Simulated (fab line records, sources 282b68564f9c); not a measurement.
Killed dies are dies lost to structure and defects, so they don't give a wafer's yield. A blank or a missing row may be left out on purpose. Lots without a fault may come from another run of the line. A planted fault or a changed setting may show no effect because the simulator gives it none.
Split-lot experiment | flow rit_cmos | 5 lots, 23 wafers read, on a route of 202 steps

THE SPLIT
At RIT_NWELL_IMPLANT_08, the setting energy_kev was moved away from the recipe's 170 on 10 of the 23 wafers read, by -5.5% to +5.5%. The other wafers ran this setting at the recipe's value.

The reading is taken at the split's own step.

THE READING
implant.drp_nm (the simulator's own value, which no gauge read), in nm, at RIT_NWELL_IMPLANT_08. The file gives no usual value for it.

wafer  | tool, chamber at the split | energy_kev as run | against the recipe | implant.drp_nm, nm | against lot-mates on the recipe
L075.2 | implanter-04, 0            | 163.7             | -3.7%              | 66.94              | -1.88
L075.5 | implanter-04, 0            | 163.7             | -3.7%              | 66.94              | -1.88
L075.3 | implanter-04, 0            | 170               | recipe             | 68.82              | -
L075.4 | implanter-04, 0            | 170               | recipe             | 68.82              | -
L075.6 | implanter-04, 0            | 170               | recipe             | 68.82              | -
L076.1 | implanter-04, 0            | 179.4             | +5.5%              | 71.66              | +2.84
L076.2 | implanter-04, 0            | 179.4             | +5.5%              | 71.66              | +2.84
L076.4 | implanter-04, 0            | 170               | recipe             | 68.82              | -
L076.5 | implanter-04, 0            | 170               | recipe             | 68.82              | -
L076.6 | implanter-04, 0            | 170               | recipe             | 68.82              | -
L081.3 | implanter-03, 0            | 170               | recipe             | 68.82              | -
L081.4 | implanter-03, 0            | 170               | recipe             | 68.82              | -
L081.6 | implanter-03, 0            | 170               | recipe             | 68.82              | -
L082.1 | implanter-02, 0            | 164.4             | -3.3%              | 67.15              | -1.67
L082.5 | implanter-02, 0            | 164.4             | -3.3%              | 67.15              | -1.67
L082.6 | implanter-02, 0            | 164.4             | -3.3%              | 67.15              | -1.67
L082.3 | implanter-02, 0            | 170               | recipe             | 68.82              | -
L082.4 | implanter-02, 0            | 170               | recipe             | 68.82              | -
L085.2 | implanter-03, 0            | 160.7             | -5.5%              | 66.03              | -2.79
L085.3 | implanter-03, 0            | 160.7             | -5.5%              | 66.03              | -2.79
L085.5 | implanter-03, 0            | 160.7             | -5.5%              | 66.03              | -2.79
L085.4 | implanter-03, 0            | 170               | recipe             | 68.82              | -
L085.6 | implanter-03, 0            | 170               | recipe             | 68.82              | -

THE FIT
A straight line over all 23 wafers: implant.drp_nm changes by +0.511 nm for each +1% of energy_kev; r = +1.00; the points scatter about the line by 0.0064 nm.
The same after taking each lot's own level away (the mean of its wafers on the recipe; 23 wafers): +0.511 nm for each +1%; r = +1.00; scatter 0.0064 nm.
On that fit, the largest move of energy_kev shifts the reading by 2.8 nm.
The lots' own levels span 68.820 to 68.820 nm.
So the lot-to-lot level changes the slope little: the two slopes agree.
Check: with one of the wafers moved furthest among these (+5.5%) left out of the fit, the line predicts +2.82 nm for it against its lot-mates. It came out at +2.84 nm against them.

OTHER SPLITS ON THESE WAFERS
These wafers also went through other splits before the reading. Each is held against what the fit with the lots' levels taken away leaves over:
other split on the same wafers   | wafers away from the commonest value | r with implant.drp_nm (lot level and that fit taken away)
RIT_ACTIVE_OXIDATION_01 temp_c   | 18                                   | +0.23
RIT_ACTIVE_DEVELOP_10 dev_temp_c | 9                                    | +0.21
RIT_NWELL_COAT_01 spin_rpm       | 7                                    | +0.07

THE WHOLE CHAIN: every reading that the file lists as answering this split, in the file's order
step                 | what it does | reading                                                         | change (the file's fit)              | r (the file's)
RIT_NWELL_IMPLANT_08 |              | implant.rp_nm (the simulator's own value, which no gauge read)  | +2.15 nm for each +1% of the setting | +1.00
RIT_NWELL_IMPLANT_08 |              | implant.drp_nm (the simulator's own value, which no gauge read) | +0.51 nm for each +1% of the setting | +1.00

THE FILE'S OWN FIT
implant.drp_nm changes by +0.51 nm for each +1% of energy_kev, r = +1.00.
